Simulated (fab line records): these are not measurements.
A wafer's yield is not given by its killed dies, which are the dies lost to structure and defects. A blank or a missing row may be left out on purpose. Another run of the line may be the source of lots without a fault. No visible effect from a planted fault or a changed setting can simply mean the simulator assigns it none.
Which tool was responsible? :: flow berkeleyCmos170 :: 14 lots with 42 wafers sampled at 4 steps, on a route of 331 steps

## WHAT EACH GAUGE READ, for each wafer
UCB170_NWELL_THK_MEAS_05. Usual: NWELL_NITRIDE_THK typically reads 224.4 nm, with standard deviation 2.1.
lot: L555
measured: day 2 05:31
on: filmMetro-04
NWELL_NITRIDE_THK (nm): 223.0 223.7 224.0
flag: 

lot: L556
measured: day 2 16:32
on: filmMetro-03
NWELL_NITRIDE_THK (nm): 222.5 221.5 223.3
flag: 

lot: L557
measured: day 2 19:11
on: filmMetro-02
NWELL_NITRIDE_THK (nm): 227.8 226.7 225.7
flag: 

lot: L558
measured: day 3 00:28
on: filmMetro-04
NWELL_NITRIDE_THK (nm): 223.4 224.2 224.2
flag: 

lot: L561
measured: day 3 17:58
on: filmMetro-03
NWELL_NITRIDE_THK (nm): 223.8 223.7 224.8
flag: 

lot: L565
measured: day 4 12:16
on: filmMetro-04
NWELL_NITRIDE_THK (nm): 227.8 228.8 228.0
flag: 

lot: L566
measured: day 4 23:55
on: filmMetro-02
NWELL_NITRIDE_THK (nm): 223.3 221.8 222.0
flag: 

lot: L567
measured: day 4 23:55
on: filmMetro-04
NWELL_NITRIDE_THK (nm): 223.5 223.0 224.6
flag: 

lot: L570
measured: day 5 15:40
on: filmMetro-02
NWELL_NITRIDE_THK (nm): 226.1 226.2 225.6
flag: 

lot: L571
measured: day 5 15:40
on: filmMetro-04
NWELL_NITRIDE_THK (nm): 223.5 223.7 225.2
flag: 

lot: L572
measured: day 5 22:32
on: filmMetro-02
NWELL_NITRIDE_THK (nm): 224.6 224.1 222.4
flag: 

lot: L573
measured: day 6 03:42
on: filmMetro-02
NWELL_NITRIDE_THK (nm): 223.7 223.5 223.9
flag: 

lot: L574
measured: day 6 03:43
on: filmMetro-03
NWELL_NITRIDE_THK (nm): 222.5 224.0 223.0
flag: 

lot: L578
measured: day 7 05:07
on: filmMetro-03
NWELL_NITRIDE_THK (nm): 221.3 225.4 222.0
flag: 

UCB170_V2_THK_MEAS_04. Usual: V2_POLISHED_THK typically reads 1000.2 nm, with standard deviation 1.
lot: L555
measured: day 7 23:35
on: filmMetro-02
V2_POLISHED_THK (nm): 999.5 1001.3 1001.4
flag: 

lot: L556
measured: day 8 20:38
on: filmMetro-03
V2_POLISHED_THK (nm): 1000.4 998.8 1001.1
flag: 

lot: L557
measured: day 8 18:27
on: filmMetro-02
V2_POLISHED_THK (nm): 999.7 998.4 1001.0
flag: 

lot: L558
measured: day 8 19:46
on: filmMetro-02
V2_POLISHED_THK (nm): 999.8 999.9 999.7
flag: 

lot: L561
measured: day 9 17:00
on: filmMetro-01
V2_POLISHED_THK (nm): 1000.8 1001.4 1001.2
flag: 

lot: L565
measured: day 10 17:26
on: filmMetro-03
V2_POLISHED_THK (nm): 1001.1 1001.0 1000.9
flag: 

lot: L566
measured: day 11 12:17
on: filmMetro-02
V2_POLISHED_THK (nm): 1000.4 1000.5 1000.3
flag: 

lot: L567
measured: day 11 08:19
on: filmMetro-02
V2_POLISHED_THK (nm): 998.8 1000.7 999.2
flag: 

lot: L570
measured: day 11 13:44
on: filmMetro-03
V2_POLISHED_THK (nm): 1000.4 999.5 1000.0
flag: 

lot: L571
measured: day 11 13:27
on: filmMetro-01
V2_POLISHED_THK (nm): 1000.3 998.6 999.7
flag: 

lot: L572
measured: day 11 23:54
on: filmMetro-02
V2_POLISHED_THK (nm): 999.6 1000.4 998.4
flag: 

lot: L573
measured: day 12 00:37
on: filmMetro-02
V2_POLISHED_THK (nm): 1000.4 999.1 1001.5
flag: 

lot: L574
measured: day 12 02:15
on: filmMetro-01
V2_POLISHED_THK (nm): 1000.7 1001.5 999.5
flag: 

lot: L578
measured: day 13 02:33
on: filmMetro-03
V2_POLISHED_THK (nm): 1001.2 1000.0 999.5
flag: 

## TOOL THAT RAN EACH LOT (tool first, then ch and the chambers of the sampled wafers, then the start)
lot: L555
UCB170_WELLDRIVE_OXIDATION_01: furnace-02 ch 0, day 3 09:16
UCB170_V1_STRIP_15: plasmaAsher-03 ch 0,1, day 7 18:31

lot: L556
UCB170_WELLDRIVE_OXIDATION_01: furnace-02 ch 0, day 3 22:37
UCB170_V1_STRIP_15: plasmaAsher-02 ch 0,1, day 8 17:08

lot: L557
UCB170_WELLDRIVE_OXIDATION_01: furnace-02 ch 0, day 3 22:37
UCB170_V1_STRIP_15: plasmaAsher-03 ch 0,1, day 8 14:58

lot: L558
UCB170_WELLDRIVE_OXIDATION_01: furnace-02 ch 0, day 4 07:53
UCB170_V1_STRIP_15: plasmaAsher-02 ch 0,1, day 8 16:06

lot: L561
UCB170_WELLDRIVE_OXIDATION_01: furnace-01 ch 0, day 5 01:03
UCB170_V1_STRIP_15: plasmaAsher-02 ch 0,1, day 9 13:31

lot: L565
UCB170_WELLDRIVE_OXIDATION_01: furnace-01 ch 0, day 5 14:14
UCB170_V1_STRIP_15: plasmaAsher-03 ch 0,1, day 10 13:34

lot: L566
UCB170_WELLDRIVE_OXIDATION_01: furnace-01 ch 0, day 6 07:31
UCB170_V1_STRIP_15: plasmaAsher-04 ch 0,1, day 11 06:26

lot: L567
UCB170_WELLDRIVE_OXIDATION_01: furnace-01 ch 0, day 6 07:31
UCB170_V1_STRIP_15: plasmaAsher-03 ch 0,1, day 11 02:32

lot: L570
UCB170_WELLDRIVE_OXIDATION_01: furnace-02 ch 0, day 6 20:35
UCB170_V1_STRIP_15: plasmaAsher-04 ch 0,1, day 11 09:40

lot: L571
UCB170_WELLDRIVE_OXIDATION_01: furnace-02 ch 0, day 6 20:35
UCB170_V1_STRIP_15: plasmaAsher-03 ch 0,1, day 11 09:37

lot: L572
UCB170_WELLDRIVE_OXIDATION_01: furnace-04 ch 0, day 7 04:50
UCB170_V1_STRIP_15: plasmaAsher-02 ch 0,1, day 11 20:08

lot: L573
UCB170_WELLDRIVE_OXIDATION_01: furnace-04 ch 0, day 7 09:35
UCB170_V1_STRIP_15: plasmaAsher-03 ch 0,1, day 11 21:00

lot: L574
UCB170_WELLDRIVE_OXIDATION_01: furnace-04 ch 0, day 7 09:35
UCB170_V1_STRIP_15: plasmaAsher-02 ch 0,1, day 11 22:42

lot: L578
UCB170_WELLDRIVE_OXIDATION_01: furnace-04 ch 0, day 8 13:13
UCB170_V1_STRIP_15: plasmaAsher-04 ch 0,1, day 12 22:43
- UCB170_WELLDRIVE_OXIDATION_01: target thk 199 nm, ox time 9000 s.
- UCB170_V1_STRIP_15: strips in O2.

## AS READ BY THE TOOLS THEMSELVES (means over the sampled wafers that have a number; for cases with no such wafer, the mark the record gives instead)
UCB170_WELLDRIVE_OXIDATION_01. Usual: zonePowerCentrePct 62 %, standard deviation 4.9.
lot: L555
tool: furnace-02
zonePowerCentrePct (%): 57
flag: 

lot: L556
tool: furnace-02
zonePowerCentrePct (%): 57
flag: 

lot: L557
tool: furnace-02
zonePowerCentrePct (%): 57
flag: 

lot: L558
tool: furnace-02
zonePowerCentrePct (%): 57
flag: 

lot: L561
tool: furnace-01
zonePowerCentrePct (%): 68
flag: 

lot: L565
tool: furnace-01
zonePowerCentrePct (%): 68
flag: 

lot: L566
tool: furnace-01
zonePowerCentrePct (%): 68
flag: 

lot: L567
tool: furnace-01
zonePowerCentrePct (%): 68
flag: 

lot: L570
tool: furnace-02
zonePowerCentrePct (%): 57
flag: 

lot: L571
tool: furnace-02
zonePowerCentrePct (%): 57
flag: 

lot: L572
tool: furnace-04
zonePowerCentrePct (%): 58
flag: 

lot: L573
tool: furnace-04
zonePowerCentrePct (%): 59
flag: 

lot: L574
tool: furnace-04
zonePowerCentrePct (%): 58
flag: 

lot: L578
tool: furnace-04
zonePowerCentrePct (%): 58
flag: 

UCB170_V1_STRIP_15. Usual: drypumpMotorCurrentA 5.2 A, standard deviation 0.35; oesProductAu 0.722 a.u., standard deviation 0.0047; stripTimeToEndpointS 15.47 s, standard deviation 0.092.
lot: L555
tool: plasmaAsher-03
drypumpMotorCurrentA (A): 4.9
oesProductAu (a.u.): 0.727
stripTimeToEndpointS (s): 15.55
flag: 

lot: L556
tool: plasmaAsher-02
drypumpMotorCurrentA (A): 5.3
oesProductAu (a.u.): 0.723
stripTimeToEndpointS (s): 15.46
flag: 

lot: L557
tool: plasmaAsher-03
drypumpMotorCurrentA (A): 4.9
oesProductAu (a.u.): 0.722
stripTimeToEndpointS (s): 15.38
flag: 

lot: L558
tool: plasmaAsher-02
drypumpMotorCurrentA (A): 5.3
oesProductAu (a.u.): 0.723
stripTimeToEndpointS (s): 15.42
flag: 

lot: L561
tool: plasmaAsher-02
drypumpMotorCurrentA (A): 5.5
oesProductAu (a.u.): 0.723
stripTimeToEndpointS (s): 15.59
flag: 

lot: L565
tool: plasmaAsher-03
drypumpMotorCurrentA (A): 4.9
oesProductAu (a.u.): 0.721
stripTimeToEndpointS (s): 15.40
flag: 

lot: L566
tool: plasmaAsher-04
drypumpMotorCurrentA (A): 5.4
oesProductAu (a.u.): 0.721
stripTimeToEndpointS (s): 15.49
flag: 

lot: L567
tool: plasmaAsher-03
drypumpMotorCurrentA (A): 5.0
oesProductAu (a.u.): 0.722
stripTimeToEndpointS (s): 15.35
flag: 

lot: L570
tool: plasmaAsher-04
drypumpMotorCurrentA (A): 5.0
oesProductAu (a.u.): 0.726
stripTimeToEndpointS (s): 15.44
flag: 

lot: L571
tool: plasmaAsher-03
drypumpMotorCurrentA (A): 4.9
oesProductAu (a.u.): 0.726
stripTimeToEndpointS (s): 15.49
flag: 

lot: L572
tool: plasmaAsher-02
drypumpMotorCurrentA (A): 5.5
oesProductAu (a.u.): 0.724
stripTimeToEndpointS (s): 15.49
flag: 

lot: L573
tool: plasmaAsher-03
drypumpMotorCurrentA (A): 4.9
oesProductAu (a.u.): 0.719
stripTimeToEndpointS (s): 15.50
flag: 

lot: L574
tool: plasmaAsher-02
drypumpMotorCurrentA (A): 5.3
oesProductAu (a.u.): 0.723
stripTimeToEndpointS (s): 15.47
flag: 

lot: L578
tool: plasmaAsher-04
drypumpMotorCurrentA (A): 5.1
oesProductAu (a.u.): 0.724
stripTimeToEndpointS (s): 15.39
flag: 

## THE ANSWER, worked out from the rows above alone
Rule: a lot is off if the mean of its wafers that have a number lies more than 3 standard deviations from the usual mean. Also off: a lot with no number at a reading for which 4 or more lots have one. Any other lot the step has rows for is counted as sound. First the gauges in route order, then the tools' own readings, where a lot's mean is used as printed above. The first step at which some lot is off is used, and at that step the reading that is off furthest; a lot without a number counts as furthest.
No lot is off on any of the readings shown, so nothing can be concluded from this.

## WHAT THE SIMULATOR HAD PUT IN
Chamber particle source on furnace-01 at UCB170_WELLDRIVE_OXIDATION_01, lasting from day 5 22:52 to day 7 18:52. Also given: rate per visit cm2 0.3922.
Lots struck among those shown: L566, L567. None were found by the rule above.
